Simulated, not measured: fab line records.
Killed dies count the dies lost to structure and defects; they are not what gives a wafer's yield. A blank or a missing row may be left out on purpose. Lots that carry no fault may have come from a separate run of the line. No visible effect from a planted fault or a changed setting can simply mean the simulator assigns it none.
fab line records + flow berkeleyCmos170
[record]
- lots = 13
- wafers = 39
- lastDay = 12
route steps=331 shown NWELL@29 GATE@130 BACKSIDE@202 CONTACT@233
lots that met no fault: from a run of the same line without faults
startH: the number of hours between the record's first day and the start of the first shown wafer of the lot + waitH: time in hours since the lot's previous step + " unchanged from the row above + L1.1+2: a row that stands for several wafers + - either no value or no given start + * or withheld: withheld + < > ~ a bound
route shown NAME@n: a module of which the file shows steps, and the number in the route of the first + usual: mean and standard deviation over wafers with no fault + same: alike in all rows + chamber/n: place in a boat + sites: each site's reading + _std_site: their standard deviation + _edge_site: mean of outer sites minus mean of inner sites + radiusMm: for every site, how far away it sits from the centre of the wafer + mask NAME#n: copy n + behind: tool/chamber where the wafer was last shaped + hold: why the lot went on hold/how many hours it stayed there/how the hold came to an end + device: the transistor (n, p or np) that didn't switch + end of line: the route-end tests of the same wafers + a step without rows: its recipe alone + killed: not the wafer's yield, but the dies lost to structure and defects at the first sort + map: a wafer's dies, x killed, . not, _ none there
set.NAME: the setting the step ran with; set.NAME@STEP: the setting that earlier step ran with + model.NAME: the simulator's own value behind a step, which no gauge read
the route's steps for a sample of lots (tables are steps, rows are wafers)
services: from which hour (startH, from the record's first day; less than 0 if before it) a tool's chamber was out of use, for how many hours, and why
[[steps]]
[step UCB170_NWELL_STRIP_15]
[recipe]
- chemistry = O2
- powerW = 400
- pressureMtorr = 3500
- platenTempC = withheld
- o2FlowSccm = 400
- overashFraction = 0.5
[usual]
- chamberPressureMTorr = 3500/3.4
- drypumpMotorCurrentA = 5.8/0.43
- oesProductAu = 0.721/0.0047
- stripTimeToEndpointS = 18.05/0.072
| lot.wafer | tool           | chamber | startH | waitH | chamberPressureMTorr | drypumpMotorCurrentA | oesProductAu | rfHoursCounterH | stripTimeToEndpointS |
|-----------|----------------|---------|--------|-------|----------------------|----------------------|--------------|-----------------|----------------------|
| L345.3    | plasmaAsher-04 | 0       | 30.14  | 0.1   | 3502                 | 5.3                  | 0.724        | -               | 18.06                |
| L345.4    | "              | 1       | "      | "     | 3498                 | 6.4                  | 0.717        | -               | 17.94                |
| L345.5    | "              | 1       | "      | "     | 3497                 | 6.4                  | 0.716        | -               | 17.97                |
| L348.1    | plasmaAsher-03 | 1       | 42.77  | 0.1   | 3496                 | 5.5                  | 0.715        | 32              | 17.99                |
| L348.2    | "              | 0       | "      | "     | 3495                 | 6.3                  | 0.728        | 32              | 18.02                |
| L348.4    | "              | 0       | "      | "     | 3505                 | 6.3                  | 0.722        | -               | 17.94                |
| L347.3    | plasmaAsher-02 | 1       | 43.08  | 0.1   | 3501                 | 5.5                  | 0.724        | -               | 18.07                |
| L347.5    | "              | 0       | "      | "     | 3500                 | 5.8                  | 0.716        | -               | 18.16                |
| L347.6    | "              | 1       | "      | "     | 3492                 | 5.4                  | 0.729        | -               | 18.15                |
| L355.1    | plasmaAsher-04 | 1       | 87.36  | 0.1   | 3504                 | 6.4                  | 0.727        | 40              | 18.09                |
| L355.3    | "              | 0       | "      | "     | 3497                 | 5.3                  | 0.709        | -               | 18.06                |
| L355.5    | "              | 0       | "      | "     | 3499                 | 5.3                  | 0.721        | -               | 18.11                |
| L357.2    | plasmaAsher-03 | 0       | 91.73  | 0.1   | 3503                 | 6.3                  | 0.727        | 38              | 18.04                |
| L357.5    | "              | 1       | "      | "     | 3500                 | 5.5                  | 0.718        | -               | 18.13                |
| L357.6    | "              | 0       | "      | "     | 3498                 | 6.3                  | 0.722        | -               | 18.10                |
| L360.1    | plasmaAsher-04 | 0       | 109.90 | 0.1   | 3501                 | 5.3                  | 0.725        | 42              | 17.93                |
| L360.2    | "              | 1       | "      | "     | 3501                 | 6.4                  | 0.721        | 42              | 18.04                |
| L360.3    | "              | 0       | "      | "     | 3496                 | 5.3                  | 0.716        | -               | 18.06                |
| L361.4    | plasmaAsher-02 | 1       | 110.18 | 0.1   | 3501                 | 5.5                  | 0.719        | -               | 18.07                |
| L361.5    | "              | 0       | "      | "     | 3502                 | 5.8                  | 0.722        | -               | 18.02                |
| L361.6    | "              | 1       | "      | "     | 3499                 | 5.4                  | 0.716        | -               | 18.11                |
| L359.1    | plasmaAsher-04 | 1       | 110.48 | 0.1   | 3507                 | 6.4                  | 0.710        | 42              | 18.09                |
| L359.3    | "              | 0       | "      | "     | 3498                 | 5.3                  | 0.721        | -               | 18.14                |
| L359.4    | "              | 1       | "      | "     | 3500                 | 6.4                  | 0.725        | -               | 18.03                |
| L362.1    | plasmaAsher-04 | 1       | 117.09 | 0.1   | 3500                 | 6.5                  | 0.734        | 43              | 18.04                |
| L362.5    | "              | 0       | "      | "     | 3506                 | 5.3                  | 0.727        | -               | 18.13                |
| L362.6    | "              | 1       | "      | "     | 3499                 | 6.5                  | 0.725        | -               | 17.99                |
| L363.1    | plasmaAsher-02 | 1       | 121.09 | 0.1   | 3501                 | 5.5                  | 0.718        | 31              | 18.20                |
| L363.2    | "              | 0       | "      | "     | 3499                 | 5.8                  | 0.724        | 31              | 18.05                |
| L363.3    | "              | 0       | "      | "     | 3497                 | 5.8                  | 0.722        | -               | 17.97                |
| L364.1    | plasmaAsher-04 | 1       | 125.85 | 0.1   | 3501                 | 6.5                  | 0.715        | 44              | 18.08                |
| L364.2    | "              | 0       | "      | "     | 3498                 | 5.3                  | 0.719        | 44              | 18.16                |
| L364.3    | "              | 0       | "      | "     | 3500                 | 5.3                  | 0.718        | -               | 18.08                |
| L367.1    | plasmaAsher-03 | 1       | 142.23 | 0.1   | 3506                 | 5.5                  | 0.727        | 3               | 18.10                |
| L367.3    | "              | 0       | "      | "     | 3499                 | 6.3                  | 0.731        | -               | 17.98                |
| L367.4    | "              | 1       | "      | "     | 3503                 | 5.5                  | 0.713        | -               | 18.09                |
| L368.1    | plasmaAsher-03 | 0       | 151.55 | 0.1   | 3499                 | 6.2                  | 0.714        | 3               | 17.95                |
| L368.3    | "              | 0       | "      | "     | 3503                 | 6.3                  | 0.715        | -               | 18.00                |
| L368.6    | "              | 1       | "      | "     | 3502                 | 5.5                  | 0.724        | -               | 18.03                |
[step UCB170_GATE_CVD_04]
[recipe]
- material = poly-Si
- tempC = 610
- precursor = SiH4
- timeS = 1440
- pressureMtorr = 375
- targetThkNm = 214
- sih4FlowSccm = 120
[usual]
- pressureMtorr = 375.1/0.7
| lot.wafer | tool     | chamber | startH | waitH | pressureMtorr |
|-----------|----------|---------|--------|-------|---------------|
| L345.3    | lpcvd-02 | 1       | 125.84 | 0.0   | 376.8         |
| L345.4    | "        | 1       | "      | "     | 375.6         |
| L345.5    | "        | 1       | "      | "     | 375.5         |
| L347.3    | lpcvd-01 | 1       | 134.07 | 1.5   | 374.0         |
| L347.5    | "        | 1       | "      | "     | 374.7         |
| L347.6    | "        | 1       | "      | "     | 375.5         |
| L348.1    | lpcvd-01 | 0       | 134.07 | 1.5   | 374.3         |
| L348.2    | "        | 0       | "      | "     | 375.4         |
| L348.4    | "        | 0       | "      | "     | 374.6         |
| L355.1    | lpcvd-02 | 1       | 188.95 | 0.1   | 374.5         |
| L355.3    | "        | 1       | "      | "     | 374.8         |
| L355.5    | "        | 1       | "      | "     | 374.2         |
| L357.2    | lpcvd-02 | 0       | 188.95 | 0.1   | 375.5         |
| L357.5    | "        | 0       | "      | "     | 373.8         |
| L357.6    | "        | 0       | "      | "     | 374.7         |
| L360.1    | lpcvd-01 | 0       | 204.70 | 0.0   | 375.3         |
| L360.2    | "        | 0       | "      | "     | 375.2         |
| L360.3    | "        | 0       | "      | "     | 375.7         |
| L361.4    | lpcvd-01 | 0       | 204.70 | 0.0   | 374.8         |
| L361.5    | "        | 0       | "      | "     | 373.4         |
| L361.6    | "        | 0       | "      | "     | 374.3         |
| L359.1    | lpcvd-01 | 1       | 210.99 | 0.4   | 374.8         |
| L359.3    | "        | 1       | "      | "     | 375.4         |
| L359.4    | "        | 1       | "      | "     | 375.1         |
| L362.1    | lpcvd-01 | 0       | 210.99 | 0.4   | 375.8         |
| L362.5    | "        | 0       | "      | "     | 374.7         |
| L362.6    | "        | 0       | "      | "     | 375.0         |
| L363.1    | lpcvd-01 | 0       | 217.67 | 0.0   | 374.9         |
| L363.2    | "        | 0       | "      | "     | 375.2         |
| L363.3    | "        | 0       | "      | "     | 375.5         |
| L364.1    | lpcvd-01 | 0       | 229.06 | 1.1   | 375.0         |
| L364.2    | "        | 0       | "      | "     | 373.8         |
| L364.3    | "        | 0       | "      | "     | 375.5         |
| L367.1    | lpcvd-01 | 1       | 236.19 | 0.0   | 374.2         |
| L367.3    | "        | 1       | "      | "     | 375.0         |
| L367.4    | "        | 1       | "      | "     | 373.9         |
| L368.1    | lpcvd-01 | 1       | 250.59 | 1.0   | 374.3         |
| L368.3    | "        | 1       | "      | "     | 375.5         |
| L368.6    | "        | 1       | "      | "     | 375.2         |
[step UCB170_GATE_THK_MEAS_05]
[recipe]
- reads = poly-Si_of_GATE_CVD_04
[usual]
- GATE_POLY_THK = 214.8/2
| lot.wafer | tool         | chamber | startH | waitH | GATE_POLY_THK[nm] |
|-----------|--------------|---------|--------|-------|-------------------|
| L345.3    | filmMetro-02 | -       | 127.27 | 0.0   | 214.1             |
| L345.4    | "            | -       | "      | "     | 215.9             |
| L345.5    | "            | -       | "      | "     | 215.4             |
| L348.1    | filmMetro-01 | -       | 135.47 | 0.0   | 214.9             |
| L348.2    | "            | -       | "      | "     | 216.1             |
| L348.4    | "            | -       | "      | "     | 214.2             |
| L347.3    | filmMetro-02 | -       | 135.49 | 0.0   | 214.0             |
| L347.5    | "            | -       | "      | "     | 214.2             |
| L347.6    | "            | -       | "      | "     | 213.2             |
| L355.1    | filmMetro-02 | -       | 190.35 | 0.0   | 303.9             |
| L355.3    | "            | -       | "      | "     | 305.1             |
| L355.5    | "            | -       | "      | "     | 302.9             |
| L357.2    | filmMetro-01 | -       | 190.36 | 0.0   | 216.3             |
| L357.5    | "            | -       | "      | "     | 216.8             |
| L357.6    | "            | -       | "      | "     | 216.8             |
| L360.1    | filmMetro-04 | -       | 206.10 | 0.0   | 209.7             |
| L360.2    | "            | -       | "      | "     | 212.2             |
| L360.3    | "            | -       | "      | "     | 210.4             |
| L361.4    | filmMetro-01 | -       | 206.13 | 0.0   | 215.8             |
| L361.5    | "            | -       | "      | "     | 215.6             |
| L361.6    | "            | -       | "      | "     | 215.5             |
| L359.1    | filmMetro-01 | -       | 212.39 | 0.0   | 213.4             |
| L359.3    | "            | -       | "      | "     | 210.7             |
| L359.4    | "            | -       | "      | "     | 211.7             |
| L362.1    | filmMetro-04 | -       | 212.39 | 0.0   | 216.2             |
| L362.5    | "            | -       | "      | "     | 215.6             |
| L362.6    | "            | -       | "      | "     | 214.4             |
| L363.1    | filmMetro-02 | -       | 219.07 | 0.0   | 211.7             |
| L363.2    | "            | -       | "      | "     | 212.9             |
| L363.3    | "            | -       | "      | "     | 211.7             |
| L364.1    | filmMetro-04 | -       | 230.46 | 0.0   | 213.7             |
| L364.2    | "            | -       | "      | "     | 213.8             |
| L364.3    | "            | -       | "      | "     | 214.9             |
| L367.1    | filmMetro-01 | -       | 237.59 | 0.0   | 214.0             |
| L367.3    | "            | -       | "      | "     | 217.5             |
| L367.4    | "            | -       | "      | "     | 215.0             |
| L368.1    | filmMetro-04 | -       | 251.99 | 0.0   | 212.8             |
| L368.3    | "            | -       | "      | "     | 213.8             |
| L368.6    | "            | -       | "      | "     | 213.0             |
[step UCB170_GATE_ETCH_15]
[recipe]
- chemistry = HBr/Cl2
- target = poly-Si
- stopOn = SiO2
- overEtchFrac = 0.3
- icpW = 300
- biasW = 150
- timeS = 56.3
- pressureMtorr = 15
- HBr_flow_sccm = 150
- Cl2_flow_sccm = 50
- targetDepthA = 2782
[usual]
- chamberPressureMTorr = 15.001/0.014
- drypumpMotorCurrentA = 5.9/0.44
- mfcCl2Sccm = 50.00/0.15
- oesProductAu = 0.830/0.011
- throttleValvePct = 26.5/0.3
| lot.wafer | tool     | chamber | startH | waitH | chamberPressureMTorr | drypumpMotorCurrentA | mfcCl2Sccm | oesProductAu | rfHoursCounterH | throttleValvePct |
|-----------|----------|---------|--------|-------|----------------------|----------------------|------------|--------------|-----------------|------------------|
| L345.3    | rieSi-02 | 2       | 128.74 | -     | 14.995               | 5.3                  | 49.85      | 0.813        | 26              | 26.8             |
| L345.4    | "        | 0       | "      | "     | 15.029               | 6.4                  | 50.01      | 0.856        | 122             | 26.5             |
| L345.5    | "        | 2       | "      | "     | 15.002               | 5.3                  | 49.74      | 0.827        | -               | 26.8             |
| L348.1    | rieSi-01 | 1       | 136.60 | -     | 15.024               | 5.7                  | 49.88      | 0.831        | 38              | 26.6             |
| L348.2    | "        | 3       | "      | "     | 15.008               | 6.5                  | 49.78      | 0.849        | 51              | 26.3             |
| L348.4    | "        | 2       | "      | "     | 15.001               | 5.5                  | 50.13      | 0.829        | 123             | 26.3             |
| L347.3    | rieSi-02 | 1       | 136.88 | -     | 14.991               | 5.8                  | 49.99      | 0.822        | 81              | 26.1             |
| L347.5    | "        | 3       | "      | "     | 14.972               | 5.6                  | 50.18      | 0.836        | -               | 27.0             |
| L347.6    | "        | 2       | "      | "     | 15.024               | 5.3                  | 49.96      | 0.812        | -               | 26.8             |
| L357.2    | rieSi-01 | 2       | 191.93 | -     | 15.006               | 5.5                  | 50.22      | 0.845        | 0               | 26.2             |
| L357.5    | "        | 3       | "      | "     | 15.011               | 6.5                  | 49.91      | 0.852        | -               | 26.3             |
| L357.6    | "        | 0       | "      | "     | 14.987               | 6.6                  | 49.80      | 0.834        | -               | 26.6             |
| L355.1    | rieSi-01 | 3       | 192.21 | -     | 14.987               | 6.5                  | 49.99      | 1.008        | 52              | 26.2             |
| L355.3    | "        | 2       | "      | "     | 14.985               | 5.5                  | 49.91      | 1.012        | 0               | 26.2             |
| L355.5    | "        | 2       | "      | "     | 14.987               | 5.5                  | 49.91      | 1.017        | -               | 26.2             |
| L361.4    | rieSi-01 | 1       | 207.38 | -     | 15.000               | 5.7                  | 49.93      | 0.833        | 38              | 26.6             |
| L361.5    | "        | 0       | "      | "     | 14.996               | 6.6                  | 50.26      | 0.829        | -               | 26.6             |
| L361.6    | "        | 3       | "      | "     | 15.024               | 6.5                  | 50.28      | 0.840        | -               | 26.3             |
| L360.1    | rieSi-02 | 2       | 207.62 | -     | 15.014               | 5.3                  | 50.19      | 0.809        | 27              | 26.8             |
| L360.2    | "        | 0       | "      | "     | 14.993               | 6.3                  | 49.96      | 0.834        | 0               | 26.4             |
| L360.3    | "        | 3       | "      | "     | 15.006               | 5.6                  | 49.71      | 0.817        | 99              | 27.0             |
| L362.1    | rieSi-01 | 0       | 214.07 | -     | 14.978               | 6.5                  | 49.85      | 0.833        | 2               | 26.6             |
| L362.5    | "        | 0       | "      | "     | 14.993               | 6.5                  | 50.02      | 0.831        | -               | 26.6             |
| L362.6    | "        | 1       | "      | "     | 14.990               | 5.7                  | 50.10      | 0.838        | -               | 26.6             |
| L359.1    | rieSi-02 | 2       | 214.34 | -     | 15.024               | 5.3                  | 50.09      | 0.816        | 27              | 26.8             |
| L359.3    | "        | 3       | "      | "     | 14.982               | 5.6                  | 49.92      | 0.810        | 99              | 27.1             |
| L359.4    | "        | 1       | "      | "     | 15.015               | 5.8                  | 49.83      | 0.812        | 81              | 26.1             |
| L363.1    | rieSi-02 | 2       | 220.64 | -     | 15.010               | 5.3                  | 49.66      | 0.814        | 27              | 26.8             |
| L363.2    | "        | 1       | "      | "     | 15.006               | 5.8                  | 50.10      | 0.827        | 81              | 26.1             |
| L363.3    | "        | 3       | "      | "     | 15.006               | 5.6                  | 49.69      | 0.818        | 99              | 27.0             |
| L364.1    | rieSi-01 | 0       | 231.92 | -     | 15.010               | 6.5                  | 50.06      | 0.824        | 2               | 26.6             |
| L364.2    | "        | 2       | "      | "     | 14.972               | 5.5                  | 49.99      | 0.833        | 0               | 26.2             |
| L364.3    | "        | 1       | "      | "     | 15.011               | 5.7                  | 50.18      | 0.834        | 38              | 26.6             |
| L367.1    | rieSi-01 | 1       | 238.68 | -     | 15.014               | 5.8                  | 50.20      | 0.825        | 38              | 26.6             |
| L367.3    | "        | 0       | "      | "     | 14.987               | 6.6                  | 50.13      | 0.835        | 2               | 26.6             |
| L367.4    | "        | 2       | "      | "     | 15.007               | 5.5                  | 49.81      | 0.845        | 0               | 26.2             |
| L368.1    | rieSi-01 | 0       | 253.09 | -     | 14.990               | 6.5                  | 50.06      | 0.826        | 2               | 26.6             |
| L368.3    | "        | 2       | "      | "     | 15.001               | 5.5                  | 50.23      | 0.828        | 0               | 26.2             |
| L368.6    | "        | 2       | "      | "     | 14.996               | 5.5                  | 50.32      | 0.837        | -               | 26.2             |
[step UCB170_BACKSIDE_STRIP_03]
[recipe]
- chemistry = O2
- powerW = 400
- pressureMtorr = 3500
- platenTempC = withheld
- o2FlowSccm = 400
- overashFraction = 0.5
[usual]
- chamberPressureMTorr = 3500/3.2
- drypumpMotorCurrentA = 5.9/0.43
- oesProductAu = 0.734/0.0046
- stripTimeToEndpointS = 21.99/0.057
| lot.wafer | tool           | chamber | startH | waitH | chamberPressureMTorr | drypumpMotorCurrentA | oesProductAu | rfHoursCounterH | stripTimeToEndpointS |
|-----------|----------------|---------|--------|-------|----------------------|----------------------|--------------|-----------------|----------------------|
| L345.3    | plasmaAsher-01 | 0       | 142.37 | 0.1   | 3500                 | 6.1                  | 0.730        | -               | 21.96                |
| L345.4    | "              | 1       | "      | "     | 3501                 | 6.3                  | 0.727        | -               | 21.98                |
| L345.5    | "              | 1       | "      | "     | 3504                 | 6.3                  | 0.733        | -               | 21.99                |
| L348.1    | plasmaAsher-04 | 0       | 151.40 | 0.1   | 3501                 | 5.3                  | 0.746        | 47              | 21.95                |
| L348.2    | "              | 1       | "      | "     | 3499                 | 6.4                  | 0.732        | 47              | 21.90                |
| L348.4    | "              | 1       | "      | "     | 3498                 | 6.4                  | 0.740        | -               | 21.92                |
| L347.3    | plasmaAsher-04 | 1       | 152.01 | 0.1   | 3497                 | 6.4                  | 0.740        | -               | 21.97                |
| L347.5    | "              | 1       | "      | "     | 3497                 | 6.5                  | 0.732        | -               | 21.98                |
| L347.6    | "              | 0       | "      | "     | 3501                 | 5.3                  | 0.727        | -               | 21.97                |
| L357.2    | plasmaAsher-02 | 1       | 205.80 | 0.1   | 3504                 | 5.4                  | 0.736        | 39              | 21.96                |
| L357.5    | "              | 0       | "      | "     | 3500                 | 5.8                  | 0.734        | -               | 21.93                |
| L357.6    | "              | 1       | "      | "     | 3498                 | 5.5                  | 0.727        | -               | 21.97                |
| L361.4    | plasmaAsher-02 | 1       | 222.20 | 0.1   | 3498                 | 5.4                  | 0.730        | -               | 22.04                |
| L361.5    | "              | 1       | "      | "     | 3505                 | 5.5                  | 0.733        | -               | 21.95                |
| L361.6    | "              | 0       | "      | "     | 3501                 | 5.8                  | 0.731        | -               | 22.04                |
| L360.1    | plasmaAsher-04 | 0       | 222.25 | 0.1   | 3503                 | 5.3                  | 0.735        | 54              | 22.04                |
| L360.2    | "              | 1       | "      | "     | 3497                 | 6.4                  | 0.733        | 54              | 22.10                |
| L360.3    | "              | 1       | "      | "     | 3498                 | 6.4                  | 0.736        | -               | 22.14                |
| L362.1    | plasmaAsher-02 | 0       | 226.07 | 0.1   | 3495                 | 5.8                  | 0.734        | 42              | 21.99                |
| L362.5    | "              | 0       | "      | "     | 3502                 | 5.8                  | 0.738        | -               | 22.07                |
| L362.6    | "              | 1       | "      | "     | 3499                 | 5.4                  | 0.724        | -               | 22.09                |
| L359.1    | plasmaAsher-01 | 0       | 226.56 | 0.1   | 3501                 | 6.1                  | 0.733        | 54              | 22.00                |
| L359.3    | "              | 0       | "      | "     | 3499                 | 6.1                  | 0.735        | -               | 21.95                |
| L359.4    | "              | 1       | "      | "     | 3498                 | 6.3                  | 0.731        | -               | 21.97                |
| L363.1    | plasmaAsher-02 | 0       | 238.45 | 0.1   | 3498                 | 5.8                  | 0.733        | 43              | 22.04                |
| L363.2    | "              | 1       | "      | "     | 3498                 | 5.4                  | 0.737        | 43              | 22.05                |
| L363.3    | "              | 0       | "      | "     | 3497                 | 5.8                  | 0.734        | -               | 22.04                |
| L364.1    | plasmaAsher-01 | 1       | 248.12 | 0.1   | 3489                 | 6.3                  | 0.733        | 56              | 21.98                |
| L364.2    | "              | 0       | "      | "     | 3502                 | 6.1                  | 0.725        | 56              | 21.98                |
| L364.3    | "              | 0       | "      | "     | 3498                 | 6.1                  | 0.725        | -               | 21.92                |
| L367.1    | plasmaAsher-01 | 1       | 252.75 | 0.1   | 3498                 | 6.3                  | 0.733        | 57              | 22.04                |
| L367.3    | "              | 1       | "      | "     | 3496                 | 6.3                  | 0.736        | -               | 22.08                |
| L367.4    | "              | 0       | "      | "     | 3497                 | 6.1                  | 0.740        | -               | 22.07                |
| L368.1    | plasmaAsher-01 | 0       | 267.24 | 0.1   | 3496                 | 6.1                  | 0.737        | 58              | 21.95                |
| L368.3    | "              | 1       | "      | "     | 3494                 | 6.3                  | 0.733        | -               | 21.98                |
| L368.6    | "              | 0       | "      | "     | 3499                 | 6.1                  | 0.734        | -               | 21.99                |
[step UCB170_CONTACT_ETCH_17]
[recipe]
- chemistry = N2/H2
- targetDepthA = withheld
- overetchA = withheld
- target = BARC
- timeS = withheld
- sourceW = 500
- biasW = 100
- pressureMtorr = 30
- n2FlowSccm = 100
- h2FlowSccm = 200
[usual]
- chamberPressureMTorr = 30.000/0.025
- drypumpMotorCurrentA = 5.8/0.37
- oesProductAu = 0.999/0.019
- throttleValvePct = 13.21/0.15
| lot.wafer | tool       | chamber | startH | waitH | chamberPressureMTorr | drypumpMotorCurrentA | oesProductAu | throttleValvePct |
|-----------|------------|---------|--------|-------|----------------------|----------------------|--------------|------------------|
| L345.3    | rieDiel-03 | 2       | 148.48 | 0.0   | 29.977               | 5.5                  | 1.003        | 13.24            |
| L345.4    | "          | 1       | "      | "     | 29.973               | 5.3                  | 1.029        | 13.15            |
| L345.5    | "          | 2       | "      | "     | 30.020               | 5.5                  | 0.998        | 13.24            |
| L348.1    | rieDiel-01 | 2       | 157.60 | 0.0   | 29.985               | 5.4                  | 1.038        | 13.31            |
| L348.2    | "          | 1       | "      | "     | 30.017               | 6.1                  | 0.997        | 13.00            |
| L348.4    | "          | 3       | "      | "     | 29.997               | 6.2                  | 1.018        | 13.10            |
| L347.3    | rieDiel-03 | 1       | 157.84 | 0.0   | 29.970               | 5.3                  | 1.035        | 13.14            |
| L347.5    | "          | 2       | "      | "     | 29.987               | 5.5                  | 1.007        | 13.24            |
| L347.6    | "          | 1       | "      | "     | 29.989               | 5.3                  | 1.030        | 13.14            |
| L357.2    | rieDiel-01 | 1       | 211.00 | 0.0   | 30.035               | 6.2                  | 0.998        | 13.01            |
| L357.5    | "          | 3       | "      | "     | 29.971               | 6.2                  | 1.015        | 13.11            |
| L357.6    | "          | 0       | "      | "     | 29.979               | 6.3                  | 0.995        | 13.16            |
| L361.4    | rieDiel-04 | 1       | 228.19 | 0.0   | 29.975               | 6.3                  | 0.999        | 13.22            |
| L361.5    | "          | 0       | "      | "     | 30.025               | 5.4                  | 0.986        | 13.35            |
| L361.6    | "          | 3       | "      | "     | 30.006               | 5.5                  | 0.981        | 13.14            |
| L360.1    | rieDiel-03 | 2       | 228.68 | 0.0   | 29.992               | 5.5                  | 0.997        | 13.19            |
| L360.2    | "          | 3       | "      | "     | 30.043               | 6.2                  | 0.969        | 12.94            |
| L360.3    | "          | 1       | "      | "     | 30.016               | 5.3                  | 1.027        | 13.17            |
| L362.1    | rieDiel-04 | 3       | 231.99 | 0.0   | 30.032               | 5.5                  | 0.984        | 13.14            |
| L362.5    | "          | 0       | "      | "     | 30.038               | 5.4                  | 0.990        | 13.37            |
| L362.6    | "          | 3       | "      | "     | 29.981               | 5.5                  | 0.992        | 13.14            |
| L359.1    | rieDiel-03 | 1       | 236.69 | 0.0   | 29.967               | 5.3                  | 1.041        | 13.19            |
| L359.3    | "          | 0       | "      | "     | 29.998               | 5.9                  | 1.005        | 13.24            |
| L359.4    | "          | 3       | "      | "     | 29.982               | 6.2                  | 0.976        | 12.93            |
| L363.1    | rieDiel-03 | 0       | 244.42 | 0.0   | 30.026               | 5.9                  | 1.005        | 13.25            |
| L363.2    | "          | 2       | "      | "     | 30.004               | 5.5                  | 0.998        | 13.18            |
| L363.3    | "          | 1       | "      | "     | 29.991               | 5.3                  | 1.031        | 13.19            |
| L364.1    | rieDiel-04 | 3       | 253.32 | 0.0   | 30.043               | 5.5                  | 0.983        | 13.14            |
| L364.2    | "          | 2       | "      | "     | 30.020               | 5.8                  | 0.988        | 13.53            |
| L364.3    | "          | 1       | "      | "     | 29.980               | 6.3                  | 0.991        | 13.24            |
| L367.1    | rieDiel-03 | 0       | 258.27 | 0.0   | 29.955               | 5.9                  | 1.002        | 13.24            |
| L367.3    | "          | 2       | "      | "     | 29.980               | 5.5                  | 0.988        | 13.18            |
| L367.4    | "          | 0       | "      | "     | 30.024               | 5.9                  | 0.995        | 13.25            |
| L368.1    | rieDiel-04 | 2       | 273.00 | 0.0   | 29.997               | 5.7                  | 0.998        | 13.55            |
| L368.3    | "          | 0       | "      | "     | 30.010               | 5.4                  | 0.990        | 13.36            |
| L368.6    | "          | 1       | "      | "     | 30.049               | 6.3                  | 1.001        | 13.23            |
[[services]]
| tool           | chamber | startH | hours | kind   |
|----------------|---------|--------|-------|--------|
| plasmaAsher-01 | -       | 8.20   | 2.8   | pm     |
| rieDiel-03     | 0       | 36.21  | 15.8  | repair |
| plasmaAsher-03 | -       | 53.78  | 2.8   | pm     |
| rieDiel-03     | -       | 54.94  | 0.5   | repair |
| plasmaAsher-04 | -       | 55.00  | 4.0   | repair |
| rieDiel-03     | 3       | 57.43  | 3.3   | repair |
| plasmaAsher-04 | -       | 66.64  | 2.8   | pm     |
| plasmaAsher-02 | -       | 67.20  | 1.6   | repair |
| rieSi-01       | 0       | 70.56  | 4.0   | repair |
| rieDiel-04     | 3       | 94.73  | 2.5   | repair |
| plasmaAsher-04 | -       | 95.93  | 6.5   | repair |
| rieSi-01       | 1       | 112.96 | 1.6   | repair |
| plasmaAsher-02 | -       | 113.90 | 3.8   | repair |
| rieSi-02       | 1       | 133.59 | 3.1   | repair |
| rieSi-01       | 2       | 140.53 | 8.7   | repair |
| rieSi-02       | 0       | 157.31 | 11.1  | repair |
| rieSi-02       | 2       | 178.05 | 9.8   | repair |
| rieSi-01       | 1       | 187.98 | 3.5   | repair |
| rieSi-02       | 1       | 206.83 | 1.2   | repair |
| rieSi-01       | 3       | 214.35 | 2.4   | repair |
| rieSi-01       | -       | 214.86 | 14.6  | pm     |
| rieSi-02       | 0       | 227.10 | 14.4  | repair |
| plasmaAsher-02 | -       | 234.05 | 2.1   | repair |
| rieSi-01       | 3       | 248.69 | 6.4   | repair |
[[key]]
[firstSign]
- step = UCB170_GATE_THK_MEAS_05
- reading = GATE_POLY_THK
- direction = up
- sigmas = 44
- usual = 214.8
- struck = 303.9
[effect]
- step = UCB170_GATE_ETCH_15
- reading = oesProductAu
- direction = up
- sigmas = 16
- usual = 0.830
- struck = 1.013
metAt UCB170_GATE_CVD_04
struckLots L355
struckWafers L355.1,L355.3,L355.5
laterRowsLeftOut L355.1,L355.3,L355.5
sortLeftOut L355.1,L355.3,L355.5
testerLeftOut L355
notActingAt UCB170_NWELL_STRIP_15,UCB170_BACKSIDE_STRIP_03,UCB170_CONTACT_ETCH_17
onsetBetween 125.84 188.95
[fault]
- kind = processParameterDrift
- tool = lpcvd-02
- chamber = 1
- onsetH = 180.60
- steps = UCB170_GATE_CVD_04
- channel = timeS
- offset = *
- shape = step
- endH = 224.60
- actsIn = *
- stated = *
// testerLeftOut: of these lots the tester's yield and bins aren't shown, on N5 and GAA mostly nor the transistor test; their killed dies are dies lost to structure and defects alone, not to doping, threshold or leakage, so they don't give the yield
// sortLeftOut: the simulated sort isn't trusted on such a fault, so these wafers' sort isn't shown, and their yield isn't known
// laterRowsLeftOut: the simulator's readings of these wafers behind a module that went badly wrong aren't trusted and aren't shown, but for the sort
